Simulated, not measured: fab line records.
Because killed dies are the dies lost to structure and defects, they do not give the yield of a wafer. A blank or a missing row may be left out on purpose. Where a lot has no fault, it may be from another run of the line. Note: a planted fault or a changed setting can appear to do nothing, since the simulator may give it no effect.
Which tool was responsible?	flow rit-cmos	42 wafers from 14 lots sampled at 2 of the route's 202 steps

WHAT EACH GAUGE READ, for each wafer
No reading from a measuring or inspecting step in the record can be judged against a usual standard deviation.

EACH LOT AND THE TOOL THAT RAN IT (in order: tool; ch and the chambers of the sampled wafers; start)
lot	RIT_GATE_ETCH_19	RIT_M1_PROBE_99
L775	rie-si-02 ch 0,1,3, day 2 19:11	-
L776	rie-si-01 ch 0,1,2, day 3 00:04	-
L777	rie-si-02 ch 0,2, day 3 00:53	-
L778	rie-si-01 ch 1,3, day 3 10:28	-
L779	rie-si-02 ch 0,1,2, day 3 17:20	-
L781	rie-si-02 ch 1,2, day 3 20:22	prober-02, day 4 17:55
L783	rie-si-02 ch 0,1, day 4 07:15	prober-02, day 5 04:54
L788	rie-si-01 ch 0,1,2, day 5 10:54	prober-01, day 6 07:32
L790	rie-si-01 ch 0,2,3, day 6 00:23	prober-01, day 6 22:10
L792	rie-si-01 ch 0,1,2, day 6 06:40	prober-01, day 7 03:55
L794	rie-si-01 ch 0,3, day 7 03:43	prober-01, day 8 03:25
L795	rie-si-02 ch 2,3, day 7 07:48	-
L796	rie-si-01 ch 0,3, day 7 08:02	-
L797	rie-si-02 ch 0,3, day 7 12:37	-
- RIT_GATE_ETCH_19: etches poly-Si in SF6/CHF3/O2, stops on SiO2, time 165 s, target depth 312.5 nm.
- RIT_M1_PROBE_99

AS READ BY THE TOOLS THEMSELVES (means over the sampled wafers that have a number; for cases with no such wafer, the mark the record gives instead)
RIT_GATE_ETCH_19. Usual: drypump-motor-current-A 5.50 A, standard deviation 0.23; oes-product-au 0.844 a.u., standard deviation 0.015; run-length-s 193.1 s, standard deviation 0.49; throttle-valve-pct 10.29 %, standard deviation 0.17.
lot	tool	drypump-motor-current-A (A)	oes-product-au (a.u.)	run-length-s (s)	throttle-valve-pct (%)	flag
L775	rie-si-02	5.36	0.830	193.3	10.29	
L776	rie-si-01	5.55	0.848	192.9	10.42	
L777	rie-si-02	5.25	0.828	193.4	10.29	
L778	rie-si-01	5.75	0.852	193.1	10.11	
L779	rie-si-02	5.34	0.827	193.2	10.30	
L781	rie-si-02	5.51	0.967	151.3	10.35	OFF
L783	rie-si-02	5.27	0.990	152.3	10.25	OFF
L788	rie-si-01	5.55	0.869	193.0	10.41	
L790	rie-si-01	5.56	0.856	193.3	10.25	
L792	rie-si-01	5.55	0.854	193.4	10.41	
L794	rie-si-01	5.59	0.859	192.8	10.08	
L795	rie-si-02	5.60	0.828	192.8	10.40	
L796	rie-si-01	5.60	0.826	193.2	10.10	
L797	rie-si-02	5.44	0.834	193.1	10.34	

RIT_M1_PROBE_99. Usual: for killed_at_M0_to_M3, 0.0 with a standard deviation of 0.23; for killed-at-contacts, 0.1 with a standard deviation of 0.23; for killed-at-front-end, 7 with a standard deviation of 3; for killed-dies, 7 with a standard deviation of 3; for killed-on-rim, 2.0 with a standard deviation of 1.2; for killed-open, 3.3 with a standard deviation of 2.1; for killed-short, 3.7 with a standard deviation of 1.9.
lot	tool	killed_at_M0_to_M3	killed-at-contacts	killed-at-front-end	killed-dies	killed-on-rim	killed-open	killed-short	flag
L781	prober-02	0.0	0.0	263	263	70.0	3.7	1.7	OFF
L783	prober-02	0.0	0.0	254	254	68.7	3.0	3.7	OFF
L788	prober-01	0.0	0.0	7	7	2.3	3.0	4.3	
L790	prober-01	0.0	0.0	7	7	1.7	3.7	3.0	
L792	prober-01	0.0	0.0	9	9	2.3	5.3	4.0	
L794	prober-01	0.0	0.0	11	11	2.7	5.3	5.3	

THE ANSWER, worked out from the rows above alone
Rule: take the mean of a lot's wafers that have a number; if it is more than 3 standard deviations from the usual mean, the lot is off. A lot without any number at a reading at which 4 lots or more have one is off too. All remaining lots with rows at the step are treated as sound. First the gauges in route order, then the tools' own readings, where a lot's mean is used as printed above. The first step at which some lot is off is used, and at that step the reading that is off furthest; a lot without a number counts as furthest.
Off, at RIT_GATE_ETCH_19 on run-length-s: L781, L783.
If a tool, at that step or one of the process steps before it, ran each lot that is off and ran no sound lot following the first of them, it fits. None of those tried fits.

WHAT WAS PUT IN BY THE SIMULATOR
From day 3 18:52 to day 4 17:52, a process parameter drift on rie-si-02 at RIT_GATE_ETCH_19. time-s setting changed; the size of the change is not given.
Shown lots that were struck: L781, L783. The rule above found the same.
